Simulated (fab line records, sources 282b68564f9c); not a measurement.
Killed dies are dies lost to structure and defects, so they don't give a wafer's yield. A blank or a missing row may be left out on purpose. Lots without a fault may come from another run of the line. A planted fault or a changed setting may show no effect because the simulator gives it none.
A struck lot beside a sound one | flow rit_cmos | 15 steps out of a route of 202
Sound: wafers L503.3, L503.4, L503.6. Struck: wafers L495.2, L495.3, L495.4. The cause comes at the end.
At each step with rows: each side's tool, then ch and its chambers, then its first start. Under that, the readings that differ: sound wafers | struck wafers | difference of the means | sigmas: that difference in standard deviations of wafers without a fault.
alike: readings whose means differ by less than 2 such deviations, and words and numbers that are the same on both sides. not compared: withheld readings, readings that some wafer has no value for, bounds like >300 that may hide the same value, and numbers for which the record gives no deviation and whose values overlap.
The two part at a step that has a row with sigmas, a row that says differs or no value, or rows on one side only. Numbers that don't overlap but have no deviation are shown without sigmas and don't part them. A reading that every wafer of one side lacks parts them only if that side has two wafers or more.

first, 1 step without rows for these wafers: RIT_PWELL_DEVELOP_05 (develop time 68 s).
RIT_PWELL_OVL_MEAS_06:
  sound on overlay-02, day 4 17:06; struck on overlay-02, day 3 00:04
  alike: PWELL_OVL
then, 2 steps without rows for these wafers: RIT_PWELL_HARDBAKE_07 (time 120 s); RIT_PWELL_IMPLANT_08.
RIT_PWELL_STRIP_09: strips in O2, time 180 s.
  sound on plasma_asher-01 ch 0,1, day 4 17:35; struck on plasma_asher-02 ch 0,1, day 3 00:36
  alike: drypump_motor_current_A, rf_refl_power_W
  not compared: rf_hours_counter_h
RIT_PWELL_TW_MEAS_10:
  sound on film_metro-04, day 4 17:43; struck on film_metro-02, day 3 00:47
  alike: PWELL_TW
then, 1 step without rows for these wafers: RIT_WELLDRIVE_ANNEAL_00 (time 14700 s).
RIT_WELLDRIVE_RS_MEAS_01: measures by four-point-probe.
  sound on film_metro-02, day 4 22:53; struck on film_metro-03, day 3 05:56
  alike: NWELL_RS
RIT_WELLDRIVE_RS_MEAS_02: measures by four-point-probe.
  sound on film_metro-02, day 4 23:00; struck on film_metro-03, day 3 06:04
  alike: PWELL_RS
then, 3 steps without rows for these wafers: RIT_NRETRO_HMDS_00 (prime time 60 s); RIT_NRETRO_COAT_01 (resist thk 1300 nm); RIT_NRETRO_SOFTBAKE_02 (time 60 s).
RIT_NRETRO_EXPOSE_03: exposes mask M4, target cd 43900 nm.
  sound on iline_stepper-02 ch 0, day 4 23:34; struck on iline_stepper-01 ch 0, day 3 06:38
  reading                        | sound             | struck               | difference | sigmas
  model.NRETRO.overlay_x_nm (nm) | 0.181 0.181 0.181 | 0.7424 0.7424 0.7424 | +0.5614    |
  alike: mask
then, 1 step without rows for these wafers: RIT_NRETRO_PEB_04.
RIT_M1_PROBE_99:
  the record has rows for the struck wafers here (prober-01, day 4 12:34) and none for the sound ones

WHERE THEY PART
Only at RIT_M1_PROBE_99, within this record.

WHY: what the simulator had put in
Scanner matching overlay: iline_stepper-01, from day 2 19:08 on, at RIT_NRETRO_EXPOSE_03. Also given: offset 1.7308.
